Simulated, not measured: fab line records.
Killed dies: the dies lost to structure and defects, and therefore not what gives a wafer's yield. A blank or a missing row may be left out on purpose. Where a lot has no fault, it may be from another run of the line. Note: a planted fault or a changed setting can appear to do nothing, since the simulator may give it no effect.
A lot that was struck, set against a sound lot / flow rit-cmos / 17 out of 202 route steps
Sound: these wafers, L913.2, L913.4, L913.5. Wafers L926.1, L926.2, L926.5 were the ones struck. Last of all comes the cause.
Order at every step that has rows: each side's tool, ch and its chambers, its first start. Under that, the readings that differ: sound wafers / struck wafers / difference of the means / sigmas: that difference in standard deviations of wafers without a fault.
alike: words and numbers the same on both sides, and readings whose means are apart by under 2 such deviations; not compared: readings that were withheld, readings missing a value for some wafer, numbers with overlapping values and no deviation given by the record, and bounds like >300 which may hide the same value.
A row with sigmas, a row that says differs or no value, or rows on one side alone: a step with any of these is where the two part. When numbers do not overlap yet have no deviation, they are printed without sigmas and do not part them. A reading missing from all wafers of one side parts the sides only when that side holds two or more wafers.

first, 1 step without rows for these wafers: RIT_PSD_IMPLANT_08.
RIT_PSD_STRIP_09: strips in O2, time 180 s.
  sound on plasma-asher-02 ch 0,1, day 3 17:37; struck on plasma-asher-04 ch 0,1, day 7 00:25
  alike: drypump-motor-current-A
  not compared: rf-hours-counter-h
RIT_PSD_TW_MEAS_10:
  sound on film-metro-04 at day 3 17:48; struck on film-metro-02 at day 7 00:36
  alike: PSD_TW
then, 3 steps without rows for these wafers: RIT_SDANNEAL_CLEAN_00 (cleans in SC1, time 600 s); RIT_SDANNEAL_CLEAN_01 (cleans in dHF, time 30 s); RIT_SDANNEAL_CLEAN_02 (cleans in SC2, time 600 s).
RIT_SDANNEAL_RTA_03: time 5 s.
  sound on rtp-anneal-01 ch 0, day 3 18:14; struck on rtp-anneal-02 ch 0, day 7 01:01
  alike: wafer_temp_C_max
RIT_SDANNEAL_RS_MEAS_04: measurement is done with a four-point probe.
  sound on film-metro-02 at day 3 18:19; struck on film-metro-02 at day 7 01:05
  alike: PSD_RS
RIT_SDANNEAL_RS_MEAS_05: measurement is done with a four-point probe.
  sound on film-metro-02 at day 3 18:26; struck on film-metro-02 at day 7 01:12
  alike: NSD_RS
RIT_SDANNEAL_RS_MEAS_06: measurement is done with a four-point probe.
  sound on film-metro-02 at day 3 18:33; struck on film-metro-02 at day 7 01:19
  alike: PLDD_RS
RIT_SDANNEAL_RS_MEAS_07: measurement is done with a four-point probe.
  sound on film-metro-02 at day 3 18:40; struck on film-metro-02 at day 7 01:26
reading=NLDD_RS (ohm/sq); sound=151.5 151.4 150.6; struck=150.3 150.0 150.0; difference=-1.1; sigmas=-2
then, 1 step without rows for these wafers: RIT_SILICIDE_WET_ETCH_00 (etches SiO2 in BOE, target depth 14 nm, time 15 s).
RIT_SILICIDE_SPUTTER_01: material Ti, target thk 30 nm, time 240 s.
  sound on pvd-sputter-02 at day 3 18:47; struck on pvd-sputter-03 at day 7 01:35
  alike: throttle-valve-pct
RIT_SILICIDE_RS_MEAS_02: measurement is done with a four-point probe.
  sound on film-metro-03 at day 3 18:57; struck on film-metro-03 at day 7 01:44
reading=SILICIDE_TI_RS (ohm/sq); sound=47.7 47.4 48.0; struck=73.1 72.6 71.9; difference=+24.8; sigmas=+30
RIT_SILICIDE_THK_MEAS_03: measures by xrf.
  sound on film-metro-03 at day 3 19:04; struck on film-metro-03 at day 7 01:51
reading=SILICIDE_TI_THK (nm); sound=29.8 30.0 29.4; struck=23.5 23.6 23.5; difference=-6.2; sigmas=-14
RIT_SILICIDE_RTA_04: time 10 s, ramp up 5 s, ramp down 5 s.
  sound on rtp-anneal-02 ch 0, day 3 19:08; struck on rtp-anneal-01 ch 0, day 7 01:55
  alike: wafer_temp_C_max
RIT_M1_PROBE_99:
  rows exist in the record for the struck wafers here (prober-02, day 7 08:46), but not for the sound ones

WHERE THEY PART
First at RIT_SDANNEAL_RS_MEAS_07; last, within this record, at RIT_M1_PROBE_99.

WHY: what had been put in by the simulator
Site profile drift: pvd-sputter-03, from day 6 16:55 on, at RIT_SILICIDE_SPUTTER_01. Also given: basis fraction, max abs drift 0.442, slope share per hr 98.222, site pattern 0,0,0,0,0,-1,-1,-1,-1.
